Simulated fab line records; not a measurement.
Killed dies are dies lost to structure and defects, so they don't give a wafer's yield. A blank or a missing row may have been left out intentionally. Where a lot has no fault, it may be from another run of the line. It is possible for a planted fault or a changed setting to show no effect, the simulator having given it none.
Which tool was responsible? + flow berkeley cmos170 + 42 wafers from 14 lots sampled at 2 of the route's 331 steps

WHAT THE GAUGES SHOWED, per wafer
UCB170_PLDD_OVL_MEAS_07.
| lot  | measured     | on         | PLDD_OVL (nm) |
|------|--------------|------------|---------------|
| L286 | day 6 20:43  | overlay-02 | 0 -9 -4       |
| L287 | day 6 21:05  | overlay-02 | -3 -8 -4      |
| L288 | day 7 16:16  | overlay-02 | -1 -2 -14     |
| L291 | day 8 06:07  | overlay-01 | -13 -17 -5    |
| L292 | day 8 15:23  | overlay-01 | -4 -6 -1      |
| L293 | day 8 06:01  | overlay-02 | 8 1 2         |
| L298 | day 9 09:38  | overlay-02 | -8 -8 -9      |
| L300 | day 10 06:13 | overlay-02 | 3 1 2         |
| L302 | day 10 22:21 | overlay-01 | -11 1 -1      |
| L303 | day 10 22:37 | overlay-01 | -2 -4 -4      |
| L305 | day 11 16:21 | overlay-01 | 1 -2 -2       |
| L306 | day 11 21:17 | overlay-02 | -10 -4 -2     |
| L307 | day 12 10:20 | overlay-01 | -11 -9 -4     |
| L308 | day 12 09:51 | overlay-02 | 2 2 0         |

EACH LOT AND THE TOOL THAT RAN IT (in order: tool; ch and the chambers of the sampled wafers; start)
| lot  | UCB170_START_OXIDATION_02    |
|------|------------------------------|
| L286 | furnace-04 ch 0, day 1 16:01 |
| L287 | furnace-04 ch 0, day 1 16:01 |
| L288 | furnace-01 ch 0, day 1 22:14 |
| L291 | furnace-04 ch 0, day 2 15:28 |
| L292 | furnace-04 ch 0, day 2 22:38 |
| L293 | furnace-04 ch 0, day 2 22:38 |
| L298 | furnace-01 ch 0, day 4 00:56 |
| L300 | furnace-04 ch 0, day 4 10:13 |
| L302 | furnace-04 ch 0, day 4 21:39 |
| L303 | furnace-01 ch 0, day 5 01:25 |
| L305 | furnace-04 ch 0, day 5 12:17 |
| L306 | furnace-01 ch 0, day 5 17:41 |
| L307 | furnace-01 ch 0, day 5 22:11 |
| L308 | furnace-01 ch 0, day 6 04:22 |
- UCB170_START_OXIDATION_02: target thk 20 nm, ox time 1800 s.

WHAT THE TOOLS THEMSELVES READ (means of the sampled wafers that have a number; where no wafer has one, the mark that the record gives instead)
UCB170_START_OXIDATION_02.
| lot  | tool       | zone power source pct (%) |
|------|------------|---------------------------|
| L286 | furnace-04 | 30.0                      |
| L287 | furnace-04 | 30.0                      |
| L288 | furnace-01 | 30.2                      |
| L291 | furnace-04 | 30.1                      |
| L292 | furnace-04 | 29.7                      |
| L293 | furnace-04 | 30.2                      |
| L298 | furnace-01 | 29.9                      |
| L300 | furnace-04 | 29.8                      |
| L302 | furnace-04 | 30.1                      |
| L303 | furnace-01 | 30.2                      |
| L305 | furnace-04 | 29.9                      |
| L306 | furnace-01 | 30.1                      |
| L307 | furnace-01 | 30.1                      |
| L308 | furnace-01 | 30.0                      |

THE ANSWER, worked out from the rows above alone
Rule: the lots themselves supply what counts as usual. Put in order of their means at a reading, lots are off if they are a third of the lots or fewer, leave a main group of 4 or more, and stand apart from it by a gap of 3 or more times the standard deviation of the main group's means; of several such gaps the widest counts. If all means in a main group match to the digits the tables above print for the reading, that group is not used. A lot without any number at a reading at which 4 lots or more have one is off too. Any other lot the step has rows for is counted as sound. The gauges are gone through in route order, then the tools' own readings, and for those a lot's mean is taken as printed above. At the first step where some lot is off, the reading lying furthest off is the one used; lots without a number count as furthest.
Across all readings shown, no lot is off: no conclusion can be drawn from this.

WHAT HAD BEEN PUT IN BY THE SIMULATOR
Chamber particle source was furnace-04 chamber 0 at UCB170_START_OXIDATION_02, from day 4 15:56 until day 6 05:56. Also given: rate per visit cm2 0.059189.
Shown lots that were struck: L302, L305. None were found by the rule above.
